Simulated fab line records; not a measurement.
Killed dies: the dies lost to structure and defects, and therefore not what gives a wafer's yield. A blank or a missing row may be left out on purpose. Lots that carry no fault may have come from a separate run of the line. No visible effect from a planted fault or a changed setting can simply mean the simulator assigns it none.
Which tool is to blame? | flow rit_cmos | Sampling: 7 lots, 21 wafers, 2 of 202 route steps

== WHAT THE GAUGES SHOWED, per wafer ==
RIT_NSD_TW_MEAS_10.
lot  | measured    | on            | NSD_TW
L248 | day 3 21:53 | film_metro-01 | 3089 3107 3096
L249 | day 4 03:52 | film_metro-03 | 3157 3156 3153
L251 | day 4 14:41 | film_metro-03 | 3153 3159 3163
L254 | day 4 20:08 | film_metro-03 | 3144 3136 3158
L258 | day 5 15:43 | film_metro-01 | 3073 3083 3075
L266 | day 7 07:09 | film_metro-04 | 3114 3112 3107
L268 | day 7 19:03 | film_metro-03 | 3172 3161 3169

== WHAT TOOL EACH LOT RAN ON (gives the tool, then ch and the chambers of the sampled wafers, and finally the start) ==
lot  | RIT_NSD_IMPLANT_08
L248 | implanter-02 ch 0, day 3 21:34
L249 | implanter-03 ch 0, day 4 03:32
L251 | implanter-01 ch 0, day 4 14:23
L254 | implanter-03 ch 0, day 4 19:49
L258 | implanter-01 ch 0, day 5 15:24
L266 | implanter-01 ch 0, day 7 06:49
L268 | implanter-02 ch 0, day 7 18:46
- RIT_NSD_IMPLANT_08

== THE ANSWER, worked out from the rows above alone ==
Rule: what is usual is taken from the lots themselves. Put in order of their means at a reading, lots are off if they are a third of the lots or fewer, leave a main group of 4 or more, and stand apart from it by a gap of 3 or more times the standard deviation of the main group's means; of several such gaps the widest counts. The tables above print the reading to a certain number of digits; a main group whose means all agree to those digits is not used. Also off: a lot with no number at a reading for which 4 or more lots have one. Any other lot the step has rows for is counted as sound.
Nothing can be told from this: no lot is off at any reading shown.

== WHAT THE SIMULATOR HAD PUT IN ==
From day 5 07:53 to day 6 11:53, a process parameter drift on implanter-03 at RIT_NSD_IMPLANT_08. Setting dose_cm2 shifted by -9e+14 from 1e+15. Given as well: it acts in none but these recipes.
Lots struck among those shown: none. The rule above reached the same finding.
